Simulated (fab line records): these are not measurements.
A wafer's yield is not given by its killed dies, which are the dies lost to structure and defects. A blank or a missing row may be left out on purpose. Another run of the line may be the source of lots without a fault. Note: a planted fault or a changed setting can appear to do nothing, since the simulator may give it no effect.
Split-lot study :: flow rit cmos :: on a route of 202 steps: 5 lots, 23 wafers read

THE SPLIT
At RIT_NWELL_IMPLANT_08, the setting energy kev was moved away from the recipe's 170 on 12 of the 23 wafers read, by -3.0% to +4.0%. For the rest of the wafers, this setting stayed at what the recipe calls for.

The reading comes from the split's own step.

THE READING
implant.drp nm (the simulator's own value, which no gauge read), in nm, at RIT_NWELL_IMPLANT_08. The file does not state a usual value for it.

wafer: L075.2
tool, chamber at the split: implanter-02, 0
energy kev as run: 174.9
against the recipe: +2.9%
implant.drp nm, nm: 70.31
against lot-mates on the recipe: +1.49

wafer: L075.3
tool, chamber at the split: implanter-02, 0
energy kev as run: 174.9
against the recipe: +2.9%
implant.drp nm, nm: 70.31
against lot-mates on the recipe: +1.49

wafer: L075.4
tool, chamber at the split: implanter-02, 0
energy kev as run: 174.9
against the recipe: +2.9%
implant.drp nm, nm: 70.31
against lot-mates on the recipe: +1.49

wafer: L075.5
tool, chamber at the split: implanter-02, 0
energy kev as run: 170
against the recipe: recipe
implant.drp nm, nm: 68.82
against lot-mates on the recipe: -

wafer: L075.6
tool, chamber at the split: implanter-02, 0
energy kev as run: 170
against the recipe: recipe
implant.drp nm, nm: 68.82
against lot-mates on the recipe: -

wafer: L076.1
tool, chamber at the split: implanter-02, 0
energy kev as run: 164.9
against the recipe: -3.0%
implant.drp nm, nm: 67.3
against lot-mates on the recipe: -1.52

wafer: L076.2
tool, chamber at the split: implanter-02, 0
energy kev as run: 164.9
against the recipe: -3.0%
implant.drp nm, nm: 67.3
against lot-mates on the recipe: -1.52

wafer: L076.5
tool, chamber at the split: implanter-02, 0
energy kev as run: 164.9
against the recipe: -3.0%
implant.drp nm, nm: 67.3
against lot-mates on the recipe: -1.52

wafer: L076.3
tool, chamber at the split: implanter-02, 0
energy kev as run: 170
against the recipe: recipe
implant.drp nm, nm: 68.82
against lot-mates on the recipe: -

wafer: L076.4
tool, chamber at the split: implanter-02, 0
energy kev as run: 170
against the recipe: recipe
implant.drp nm, nm: 68.82
against lot-mates on the recipe: -

wafer: L080.1
tool, chamber at the split: implanter-03, 0
energy kev as run: 170
against the recipe: recipe
implant.drp nm, nm: 68.82
against lot-mates on the recipe: -

wafer: L080.2
tool, chamber at the split: implanter-03, 0
energy kev as run: 170
against the recipe: recipe
implant.drp nm, nm: 68.82
against lot-mates on the recipe: -

wafer: L080.5
tool, chamber at the split: implanter-03, 0
energy kev as run: 170
against the recipe: recipe
implant.drp nm, nm: 68.82
against lot-mates on the recipe: -

wafer: L081.2
tool, chamber at the split: implanter-03, 0
energy kev as run: 170
against the recipe: recipe
implant.drp nm, nm: 68.82
against lot-mates on the recipe: -

wafer: L081.3
tool, chamber at the split: implanter-03, 0
energy kev as run: 170
against the recipe: recipe
implant.drp nm, nm: 68.82
against lot-mates on the recipe: -

wafer: L081.4
tool, chamber at the split: implanter-03, 0
energy kev as run: 165.9
against the recipe: -2.4%
implant.drp nm, nm: 67.6
against lot-mates on the recipe: -1.22

wafer: L081.5
tool, chamber at the split: implanter-03, 0
energy kev as run: 165.9
against the recipe: -2.4%
implant.drp nm, nm: 67.6
against lot-mates on the recipe: -1.22

wafer: L081.6
tool, chamber at the split: implanter-03, 0
energy kev as run: 165.9
against the recipe: -2.4%
implant.drp nm, nm: 67.6
against lot-mates on the recipe: -1.22

wafer: L083.1
tool, chamber at the split: implanter-02, 0
energy kev as run: 170
against the recipe: recipe
implant.drp nm, nm: 68.82
against lot-mates on the recipe: -

wafer: L083.5
tool, chamber at the split: implanter-02, 0
energy kev as run: 170
against the recipe: recipe
implant.drp nm, nm: 68.82
against lot-mates on the recipe: -

wafer: L083.3
tool, chamber at the split: implanter-02, 0
energy kev as run: 176.8
against the recipe: +4.0%
implant.drp nm, nm: 70.88
against lot-mates on the recipe: +2.06

wafer: L083.4
tool, chamber at the split: implanter-02, 0
energy kev as run: 176.8
against the recipe: +4.0%
implant.drp nm, nm: 70.88
against lot-mates on the recipe: +2.06

wafer: L083.6
tool, chamber at the split: implanter-02, 0
energy kev as run: 176.8
against the recipe: +4.0%
implant.drp nm, nm: 70.88
against lot-mates on the recipe: +2.06

THE FIT
A straight line over all 23 wafers: implant.drp nm changes by +0.512 nm for each +1% of energy kev; r = +1.00; the points scatter about the line by 0.0075 nm.
The same after taking each lot's own level away (the mean of its wafers on the recipe; 23 wafers): +0.512 nm for each +1%; r = +1.00; scatter 0.0075 nm.
That fit puts the effect of the largest move of energy kev on the reading at 2 nm.
The lots' own levels span 68.820 to 68.820 nm.
The two slopes are in agreement: the lot-to-lot level therefore moves the slope only a little.
Check: +2.05 nm against its lot-mates is what the line predicts for one of the wafers moved furthest among these (+4.0%) when that wafer is left out of the fit. It came out at +2.06 nm against them.

FURTHER SPLITS ON THESE WAFERS
Before the reading, these wafers also passed through other splits. Each is held against what the fit with the lots' levels taken away leaves over:
other split on the same wafers: RIT_ACTIVE_CVD_03 time s
wafers away from the commonest value: 15
r with implant.drp nm (lot level and that fit taken away): -0.12

other split on the same wafers: RIT_ACTIVE_DEVELOP_10 develop time s
wafers away from the commonest value: 9
r with implant.drp nm (lot level and that fit taken away): +0.13

other split on the same wafers: RIT_ACTIVE_ETCH_13 rf w
wafers away from the commonest value: 8
r with implant.drp nm (lot level and that fit taken away): -0.20

other split on the same wafers: RIT_NWELL_SOFTBAKE_02 temp c
wafers away from the commonest value: 8
r with implant.drp nm (lot level and that fit taken away): -0.18

THE WHOLE CHAIN: every reading that the file lists as answering this split, in the file's order
step: RIT_NWELL_IMPLANT_08
what it does: 
reading: implant.rp nm (the simulator's own value, which no gauge read)
change (the file's fit): +2.18 nm for each +1% of the setting
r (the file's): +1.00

step: RIT_NWELL_IMPLANT_08
what it does: 
reading: implant.drp nm (the simulator's own value, which no gauge read)
change (the file's fit): +0.513 nm for each +1% of the setting
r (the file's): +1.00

FILE'S OWN FIT
implant.drp nm changes by +0.513 nm for each +1% of energy kev, r = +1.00.
